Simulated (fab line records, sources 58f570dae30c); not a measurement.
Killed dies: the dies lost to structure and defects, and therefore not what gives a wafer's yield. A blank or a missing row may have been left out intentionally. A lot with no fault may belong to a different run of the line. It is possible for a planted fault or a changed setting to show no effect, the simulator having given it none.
Check of tool commonality ; flow berkeley_cmos170 ; Sampled: 14 lots, 42 wafers

== WHY IT WAS OPENED ==
At UCB170_PLDD_TW_MEAS_11 the reading PLDD_TW is flagged on 2 of 14 lots. No-fault wafers: 1015, standard deviation 4.3.
Rule: a lot gets a flag if all its wafers with a number sit over 4 standard deviations from that mean, or if no wafer of it has a number. The rest of the lots are taken to be sound.

lot;measured;on;PLDD_TW, wafer by wafer;flag
L848;day 6 00:40;film_metro-02;1016 1015 1012;
L850;day 6 03:16;film_metro-01;1020 1011 1019;
L852;day 6 14:12;film_metro-01;1018 1015 1019;
L851;day 6 14:47;film_metro-03;1015 1021 1019;
L853;day 6 15:23;film_metro-03;1008 1010 1012;
L854;day 7 07:11;film_metro-01;1017 1012 1009;
L855;day 7 14:29;film_metro-02;1013 1018 1009;
L858;day 8 03:10;film_metro-01;1019 1014 1017;
L861;day 8 17:14;film_metro-03;1022 1020 1018;
L863;day 8 23:52;film_metro-02;954 956 950;FLAGGED
L865;day 9 20:46;film_metro-03;957 955 966;FLAGGED
L867;day 10 02:02;film_metro-01;1007 1012 1011;
L868;day 10 02:16;film_metro-02;1020 1020 1018;
L871;day 11 08:13;film_metro-02;1009 1006 1013;
On average the flagged lots' numbers are 956, which is -59 against the usual, or -14 standard deviations.

== LOT BY LOT: THE TOOL USED ==
The record holds 1 process step before the reading, out of a route of 331 steps. Read each cell as the tool, then ch plus the chambers that the sampled wafers visited, then the start.
lot;flag;UCB170_PLDD_IMPLANT_09
L848;;implanter-03 ch 0, day 6 00:25
L850;;implanter-01 ch 0, day 6 03:02
L852;;implanter-04 ch 0, day 6 13:58
L851;;implanter-01 ch 0, day 6 14:33
L853;;implanter-04 ch 0, day 6 15:10
L854;;implanter-04 ch 0, day 7 06:58
L855;;implanter-01 ch 0, day 7 14:14
L858;;implanter-01 ch 0, day 8 02:56
L861;;implanter-03 ch 0, day 8 16:59
L863;FLAGGED;implanter-01 ch 0, day 8 23:37
L865;FLAGGED;implanter-01 ch 0, day 9 20:31
L867;;implanter-03 ch 0, day 10 01:49
L868;;implanter-04 ch 0, day 10 02:01
L871;;implanter-04 ch 0, day 11 08:00
What these steps do:
- UCB170_PLDD_IMPLANT_09
- UCB170_PLDD_TW_MEAS_11

== FLAGGED OVER TOTAL, TOOL BY TOOL (the gauges that took the reading come last) ==
step;tool;lots run;flagged;share of the flagged lots;sound lots run after its first flagged lot
UCB170_PLDD_IMPLANT_09;implanter-01;6;2;all;0
UCB170_PLDD_IMPLANT_09;implanter-03;3;0;none;-
UCB170_PLDD_IMPLANT_09;implanter-04;5;0;none;-
UCB170_PLDD_TW_MEAS_11;film_metro-01;5;0;none;-
UCB170_PLDD_TW_MEAS_11;film_metro-02;5;1;some;2 (L868,L871)
UCB170_PLDD_TW_MEAS_11;film_metro-03;4;1;some;0

== WHAT THE TABLE ALLOWS ==
All flagged lots share 1 row of the table, namely implanter-01 at UCB170_PLDD_IMPLANT_09.
- implanter-01 at UCB170_PLDD_IMPLANT_09 ran 6 lots, 2 of them flagged. A fault beginning between L858 (day 8 02:56), its last sound lot, and L863 (day 8 23:37), its first flagged one, fits the data. Its own readings lie more than 4 standard deviations out on every wafer of the flagged lots: dose_ions_cm2, faraday_current_uA.
One tool is left: implanter-01 at UCB170_PLDD_IMPLANT_09.

== WHAT THE SIMULATOR HAD INSERTED ==
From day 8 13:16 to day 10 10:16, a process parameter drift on implanter-01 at UCB170_PLDD_IMPLANT_09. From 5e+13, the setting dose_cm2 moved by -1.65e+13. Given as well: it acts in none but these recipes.
Shown lots that were struck: L863, L865. This agrees with what the rule above found.
